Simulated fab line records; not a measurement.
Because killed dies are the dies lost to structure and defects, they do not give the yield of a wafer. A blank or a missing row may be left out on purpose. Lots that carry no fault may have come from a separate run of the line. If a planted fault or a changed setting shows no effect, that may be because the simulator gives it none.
Comparing a struck lot with a sound one    flow rit_cmos    15 out of 202 route steps
Sound: these wafers, L736.1, L736.5, L736.6. Struck: wafers L730.2, L730.3, L730.5. The cause comes at the end.
At each step with rows: each side's tool, then ch and its chambers, then its first start. Under that, the readings that differ: sound wafers    struck wafers    difference of the means    sigmas: that difference in standard deviations of wafers without a fault.
alike: readings whose means differ by less than 2 such deviations, and words and numbers that are the same on both sides. not compared: withheld readings, readings that some wafer has no value for, bounds like >300 that may hide the same value, and numbers for which the record gives no deviation and whose values overlap.
A row with sigmas, a row that says differs or no value, or rows on one side alone: a step with any of these is where the two part. Numbers that don't overlap but have no deviation are shown without sigmas and don't part them. A reading missing from all wafers of one side parts the sides only when that side holds two or more wafers.

first, 2 steps without rows for these wafers: RIT_PWELL_PEB_04; RIT_PWELL_DEVELOP_05 (develop time 68 s).
RIT_PWELL_OVL_MEAS_06:
  sound on overlay-01, day 4 16:20; struck on overlay-02, day 3 10:48
  alike: PWELL_OVL
then, 2 steps without rows for these wafers: RIT_PWELL_HARDBAKE_07 (time 120 s); RIT_PWELL_IMPLANT_08.
RIT_PWELL_STRIP_09: strips in O2, time 180 s.
  sound on plasma_asher-04 ch 0,1, day 4 16:46; struck on plasma_asher-01 ch 0,1, day 3 11:16
  alike: chamber_pressure_mTorr, drypump_motor_current_A, rf_refl_power_W
  not compared: rf_hours_counter_h
RIT_PWELL_TW_MEAS_10:
  sound on film_metro-04, day 4 16:56; struck on film_metro-04, day 3 11:27
  alike: PWELL_TW
then, 1 step without rows for these wafers: RIT_WELLDRIVE_ANNEAL_00 (time 14700 s).
RIT_WELLDRIVE_RS_MEAS_01: measures by four-point-probe.
  sound on film_metro-02, day 4 23:37; struck on film_metro-04, day 3 17:13
  alike: NWELL_RS
RIT_WELLDRIVE_RS_MEAS_02: measures by four-point-probe.
  sound on film_metro-02, day 4 23:44; struck on film_metro-04, day 3 17:20
  alike: PWELL_RS
then, 2 steps without rows for these wafers: RIT_NRETRO_HMDS_00 (prime time 60 s); RIT_NRETRO_COAT_01 (resist thk 1300 nm).
RIT_NRETRO_SOFTBAKE_02: time 60 s.
  sound on litho_track-02 ch 0, day 5 00:09; struck on litho_track-01 ch 0, day 3 17:46
reading           sound              struck             difference  sigmas
run_length_s (s)  89.53 89.51 89.48  93.10 93.17 93.03  +3.59       +20
then, 1 step without rows for these wafers: RIT_NRETRO_EXPOSE_03 (exposes mask M4, target cd 43900 nm).
RIT_M1_PROBE_99:
  the record has rows for the struck wafers here (prober-02, day 5 02:02) and none for the sound ones

## WHERE THEY PART
At RIT_NRETRO_SOFTBAKE_02 first; at RIT_M1_PROBE_99 last (within this record only).

WHY: whatever the simulator had introduced
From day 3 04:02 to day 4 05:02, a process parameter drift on litho_track-01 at RIT_NRETRO_SOFTBAKE_02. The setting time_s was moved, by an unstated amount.
